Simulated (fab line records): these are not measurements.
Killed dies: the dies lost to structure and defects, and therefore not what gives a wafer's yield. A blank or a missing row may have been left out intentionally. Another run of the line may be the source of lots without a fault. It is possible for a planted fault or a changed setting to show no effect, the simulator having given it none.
One fault through the eyes of 2 desks | flow berkeley_cmos170 | each desk holds nothing but its own numbers, with what lay behind them at the end

== AT THE TOOL OWNER'S DESK: pvd_sputter-03 ==
The tool's own readings at UCB170_M3_SPUTTER_01 (material Al, target thk 900 nm, time 120 s): means of the sampled wafers that have a number, for each lot that ran on this tool. Marked OUT: a lot whose mean sits more than 4 standard deviations from the usual mean, which makes it out of limits; the brackets give that distance.
Columns: A = throttle_valve_pct at UCB170_M3_SPUTTER_01, usual 30.6 %
lot  | first seen here | A
L664 | day 7 10:25     | 31.1
L665 | day 7 18:55     | 29.5
L668 | day 8 12:16     | 30.5
L671 | day 9 00:26     | 31.0
L672 | day 9 07:38     | 30.3
L676 | day 10 08:23    | 31.0
L678 | day 10 16:52    | 31.4
Finding of this desk: none of the 7 lots has anything out of limits.

== FROM THE METROLOGY DESK ==
What the gauges read for every lot (on any tool): the sampled wafers with a number, averaged. Marked OUT: a lot whose mean sits more than 4 standard deviations from the usual mean, which makes it out of limits; the brackets give that distance.
Columns: A = M1_OVL at UCB170_M1_OVL_MEAS_10, usual -5 nm; B = V1_TEOS_THK at UCB170_V1_THK_MEAS_01, usual 2017 nm; C = cd_nm at UCB170_V2_CD_MEAS_90, usual 699.8 nm; D = M3_AL_RS at UCB170_M3_RS_MEAS_02, usual 0.0320 ohm/sq; E = M3_AL_THK at UCB170_M3_THK_MEAS_03, usual 882 nm
lot  | first seen here | A   | B    | C     | D                | E
L664 | day 6 22:04     | -13 | 2028 | 700.4 | 0.0324           | 878
L666 | day 7 04:17     | -0  | 2052 | 697.2 | 0.0316           | 899
L665 | day 7 04:37     | -6  | 1986 | 700.0 | 0.0318           | 885
L668 | day 7 23:40     | -6  | 2005 | 700.2 | 0.0320           | 887
L670 | day 8 10:59     | 5   | 2013 | 698.8 | 0.0321           | 880
L671 | day 8 11:32     | 2   | 1993 | 702.6 | 0.0321           | 879
L672 | day 8 17:38     | -5  | 2008 | 697.5 | 0.0321           | 878
L673 | day 9 02:17     | -1  | 2019 | 700.4 | 0.0312           | 901
L677 | day 9 17:23     | -5  | 2045 | 699.0 | 0.0317           | 886
L676 | day 9 19:18     | -4  | 2003 | 698.3 | 0.0220 (-29) OUT | 1263 (+35) OUT
L678 | day 10 03:23    | -9  | 2041 | 699.8 | 0.0220 (-29) OUT | 1272 (+35) OUT
L679 | day 10 03:43    | -7  | 2024 | 698.0 | 0.0324           | 873
L683 | day 10 21:17    | -5  | 1995 | 700.5 | 0.0314           | 904
L686 | day 12 01:07    | 1   | 2003 | 701.0 | 0.0316           | 899
Finding of this desk: L676, L678 out of limits, first seen on L676 at day 10 08:28 (M3_AL_RS at UCB170_M3_RS_MEAS_02). Within limits: L664, L666, L665, L668, L670, L671, L672, L673, L677, L679, L683, L686.

== ALL TOGETHER ==
L676, L678 would have let the metrology desk raise an alarm at day 10 08:28.
Nothing out of limits was seen by the tool owner's desk.
Tool owner's desk: L676, L678 on record, inside its limits.
All the named lots went through UCB170_M3_SPUTTER_01 on pvd_sputter-03.

== WHAT THE SIMULATOR PUT IN ==
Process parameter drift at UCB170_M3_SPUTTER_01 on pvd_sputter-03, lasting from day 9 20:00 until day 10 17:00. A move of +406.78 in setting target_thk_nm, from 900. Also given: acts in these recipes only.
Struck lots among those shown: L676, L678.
Time in hours between the start of the fault and the first out-of-limits reading at each desk: metrology desk, 12.
